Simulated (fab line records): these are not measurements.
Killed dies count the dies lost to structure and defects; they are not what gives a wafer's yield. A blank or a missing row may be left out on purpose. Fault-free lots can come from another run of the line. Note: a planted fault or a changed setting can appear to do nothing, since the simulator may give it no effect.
8D (eight disciplines) problem report, filled in by code + flow berkeleyCmos170 + the parts of the form that need people (team, actions taken, sign-off) are left out

== 1. THE PROBLEM ==
UCB170_GATE_ETCH_15, oesProductAu: mean 0.962 a.u. on 2 wafers (1 lot); fault-free wafers 0.833 a.u., standard deviation 0.017. Relative to the usual mean, that is a shift of +7.6 standard deviations.
The step: etches poly-Si in HBr/Cl2, stops on SiO2, time 56.3 s, target depth 278.2 nm.
First seen on wafer L669.3, day 10 16:38, on rieSi-02. The record holds 39 wafers of 13 lots with a number at this step. Rule for "out", or "out of limits": more than 4 standard deviations from the usual mean. All remaining wafers that have a number are taken as sound.

== 2. WHAT THIS IS AND IS NOT ==
| question                    | is                | is not                                                                          |
|-----------------------------|-------------------|---------------------------------------------------------------------------------|
| which readings at this step | oesProductAu      | drypumpMotorCurrentA, rfFwdPowerW, throttleValvePct                             |
| which lots                  | L669              | L653, L655, L656, L657, L658, L659, L661, L666, L668, L673, L675, L676          |
| which wafers of those lots  | L669.3, L669.6    | L669.4                                                                          |
| read on which tools         | rieSi-02          | rieSi-01                                                                        |
| when                        | from day 10 16:38 | up to then (28 sound wafers); but 9 sound wafers of L673, L675, L676 came after |

== 3. SUSPECTS, AND WHAT RULES EACH OUT ==
Counting: a tool at a process step up to the reading stays a suspect if it ran every lot that is out. Sound lots after the first of them don't rule it out here, since some wafers of a struck lot are sound.
- rieDiel-02 at UCB170_PWELL_ETCH_14 (etches Si3N4 in CH3F/Ar/O2, stops on SiO2, target depth 242 nm, time 151 s): kept. L669, the lot that is out, went through it at day 6 13:33; up to then, the latest sound lot through it was L659 at day 4 13:35.
- plasmaAsher-04 at UCB170_PWELL_STRIP_16 (strips in O2): kept. L669, the lot that is out, went through it at day 6 13:50; up to then, the latest sound lot through it was L668 at day 6 13:31.
- rieSi-02 at UCB170_GATE_ETCH_15 (etches poly-Si in HBr/Cl2, stops on SiO2, time 56.3 s, target depth 278.2 nm): kept. L669, the lot that is out, went through it at day 10 16:38; up to then, the latest sound lot through it was L661 at day 9 09:23. Out on those wafers are its own readings of oesProductAu.
- At UCB170_PWELL_STRIP_16 on plasmaAsher-04, chamber 0 took the sound wafers of the same lots and chamber 1 took the wafers that are out.
- At UCB170_GATE_ETCH_15 on rieSi-02, chamber 1 took the sound wafers of the same lots and chamber 3 took the wafers that are out.
The count leaves rieDiel-02 at UCB170_PWELL_ETCH_14, plasmaAsher-04 at UCB170_PWELL_STRIP_16, and rieSi-02 at UCB170_GATE_ETCH_15.

== 4. THE CAUSE (what the simulator had put in) ==
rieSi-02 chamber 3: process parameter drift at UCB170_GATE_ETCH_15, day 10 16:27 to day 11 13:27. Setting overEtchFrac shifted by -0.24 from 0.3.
After counting, 3 suspects remain, this tool included.

== 5. THE CHAIN OF EFFECTS, in route order ==
One row per reading whose mean, taken over the struck wafers that have a number, lies over 3 standard deviations from the usual. Only readings whose record carries a usual standard deviation are examined. hours: median over the lots of the time between each lot's start at the first step of this table that gives one and its start at this step. sigmas: the change, counted in usual standard deviations.
| hours | step                | reading      | usual      | on struck wafers | change | sigmas |
|-------|---------------------|--------------|------------|------------------|--------|--------|
| 0     | UCB170_GATE_ETCH_15 | oesProductAu | 0.833 a.u. | 0.962            | +0.129 | +7.6   |
Process steps it contains:
- UCB170_GATE_ETCH_15: etches poly-Si in HBr/Cl2, stops on SiO2, time 56.3 s, target depth 278.2 nm.
Later measuring or inspecting steps at which every struck wafer that the step has a row for has a number for every such reading, and none has moved that far: UCB170_GATE_CD_MEAS_90.

== 6. HOW IT WOULD HAVE BEEN CAUGHT EARLIER ==
0 hours passed between the start of the fault at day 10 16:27 and the first reading out of limits in this record, taken at day 10 16:38.
